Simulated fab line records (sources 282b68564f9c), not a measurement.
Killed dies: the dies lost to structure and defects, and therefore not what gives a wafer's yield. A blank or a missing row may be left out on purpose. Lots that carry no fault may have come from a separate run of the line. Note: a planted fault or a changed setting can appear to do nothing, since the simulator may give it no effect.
Chamber matching + flow rit cmos + 4 sister chambers for RIT_CONTACT_ETCH_11 on rie diel-02
The step etches SiO2 in CHF3/CF4/Ar, stops on TiSi2, target depth 480 nm, time 320 s. 14 wafers are shown with their chamber, then 7 later ones without.

WAFERS WITH THEIR CHAMBER
| wafer  | chamber | drypump motor current A (A) | throttle valve pct (%) | oes product au (a.u.) |
|--------|---------|-----------------------------|------------------------|-----------------------|
| L440.2 | 0       | 4.9                         | 8.54                   | 0.960                 |
| L440.5 | 3       | 5.6                         | 8.80                   | 0.986                 |
| L440.6 | 2       | 5.1                         | 8.99                   | 1.009                 |
| L442.3 | 2       | 5.1                         | 8.99                   | 1.001                 |
| L442.4 | 3       | 5.6                         | 8.81                   | 0.981                 |
| L442.6 | 3       | 5.6                         | 8.81                   | 0.984                 |
| L444.2 | 3       | 5.5                         | 8.81                   | 0.985                 |
| L444.3 | 2       | 5.1                         | 9.00                   | 1.000                 |
| L444.4 | 0       | 4.9                         | 8.55                   | 0.956                 |
| L448.2 | 2       | 5.1                         | 8.99                   | 0.999                 |
| L448.5 | 0       | 4.9                         | 8.53                   | 0.957                 |
| L448.6 | 1       | 6.3                         | 8.97                   | 0.958                 |
| L454.2 | 0       | 4.9                         | 8.56                   | 0.947                 |
| L454.3 | 3       | 5.5                         | 8.82                   | 0.989                 |

SIGNATURES, as means of the wafers listed above
| reading                 | chamber 0 | chamber 1 | chamber 2 | chamber 3 | scatter within a chamber |
|-------------------------|-----------|-----------|-----------|-----------|--------------------------|
| drypump motor current A | 4.900     | 6.300     | 5.100     | 5.560     | 0.0346                   |
| throttle valve pct      | 8.5450    | 8.9700    | 8.9925    | 8.8100    | 0.0088                   |
| oes product au          | 0.95500   | 0.95800   | 1.00225   | 0.98500   | 0.00437                  |
Rule: for each reading, subtract the chamber's mean from the wafer's reading, divide by that reading's scatter and square the result; add these up over the readings and take the root, which gives the wafer's distance from the chamber. The wafer belongs to the nearest chamber; if the next one is less than 2 further off, it can't be placed. The scatter: the root of (the sum of the squares of (reading less its chamber's mean) over the shown wafers, divided by (wafers less chambers)).

WAFERS MISSING THEIR CHAMBER
| wafer  | drypump motor current A (A) | throttle valve pct (%) | oes product au (a.u.) |
|--------|-----------------------------|------------------------|-----------------------|
| L454.4 | 5.1                         | 8.99                   | 1.006                 |
| L458.2 | 5.1                         | 9.01                   | 0.999                 |
| L458.4 | 4.9                         | 8.55                   | 0.964                 |
| L458.6 | 5.5                         | 8.80                   | 0.977                 |
| L462.1 | 5.1                         | 8.99                   | 1.000                 |
| L462.3 | 6.3                         | 8.96                   | 0.955                 |
| L462.4 | 5.5                         | 8.81                   | 0.988                 |

THE CHAMBER EACH PASSED THROUGH
| wafer  | from the rows above | in truth |
|--------|---------------------|----------|
| L454.4 | 2                   | 2        |
| L458.2 | 2                   | 2        |
| L458.4 | 0                   | 0        |
| L458.6 | 3                   | 3        |
| L462.1 | 2                   | 2        |
| L462.3 | 1                   | 1        |
| L462.4 | 3                   | 3        |
Correct placement for 7 of the 7. Can't be placed from these rows: 0. 0 placed wrongly.
